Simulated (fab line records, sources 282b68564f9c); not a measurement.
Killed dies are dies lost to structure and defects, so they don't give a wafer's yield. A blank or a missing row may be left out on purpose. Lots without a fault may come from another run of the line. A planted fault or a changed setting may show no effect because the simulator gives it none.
Problem report in the 8D (eight disciplines) form, filled by code | flow rit_cmos | the parts of the form that need people (team, actions taken, sign-off) are left out

1. THE PROBLEM
prime_temp_c at RIT_PSD_HMDS_00 reads a mean of 138.26 C on 6 wafers of 2 lots; wafers without a fault read 140.00 C with a standard deviation of 0.15. That is -12 standard deviations from the usual mean.
The step: prime time 60 s.
First seen on wafer L347.1, day 6 12:54, on litho_track-03. The record holds 42 wafers of 14 lots with a number at this step. Rule for "out", or "out of limits": more than 4 standard deviations from the usual mean. The other wafers with a number count as sound.

2. WHAT IT IS AND WHAT IT IS NOT
question                    | is                     | is not
which readings at this step | prime_temp_c           | -
which lots                  | L347, L348             | L333, L334, L335, L336, L338, L339, L340, L343, L346, L349, L352, L353
which wafers of those lots  | all that have a number | -
read on which tools         | litho_track-03         | litho_track-02, litho_track-04
when                        | from day 6 12:54       | up to then (27 sound wafers); but 9 sound wafers of L349, L352, L353 came after

3. SUSPECTS, AND WHAT RULES EACH OUT
Counting: a tool at a process step up to the reading stays a suspect if it ran every lot that is out and no sound lot after the first of them.
- litho_track-03 at RIT_PSD_HMDS_00 (prime time 60 s): kept. It ran every lot that is out, first L347 (day 6 12:54), and no sound lot after that; its last sound lot up to then is L346 (day 6 10:52). Its own readings are out on those wafers: prime_temp_c.
Left after counting: litho_track-03 at RIT_PSD_HMDS_00.

4. THE CAUSE (what the simulator had put in)
Process parameter drift: litho_track-03, from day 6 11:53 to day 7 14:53, at RIT_PSD_HMDS_00. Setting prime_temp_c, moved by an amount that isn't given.
Counting left only this tool.

5. THE CHAIN OF EFFECTS, in route order
Each row: a reading whose mean over the struck wafers that have a number lies more than 3 standard deviations from the usual. Only readings for which the record gives a usual standard deviation are gone through. hours: the time from each lot's start at the first step in this table that gives one to its start at this step, as a median over the lots. sigmas: the change in usual standard deviations.
hours | step            | reading      | usual    | on struck wafers | change | sigmas
0     | RIT_PSD_HMDS_00 | prime_temp_c | 140.00 C | 138.26           | -1.74  | -12
The process steps in it:
- RIT_PSD_HMDS_00: prime time 60 s.

6. WHAT WOULD HAVE CAUGHT IT SOONER
In this record the first reading out of limits was taken at day 6 12:54, 1 hour after the fault began at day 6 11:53.
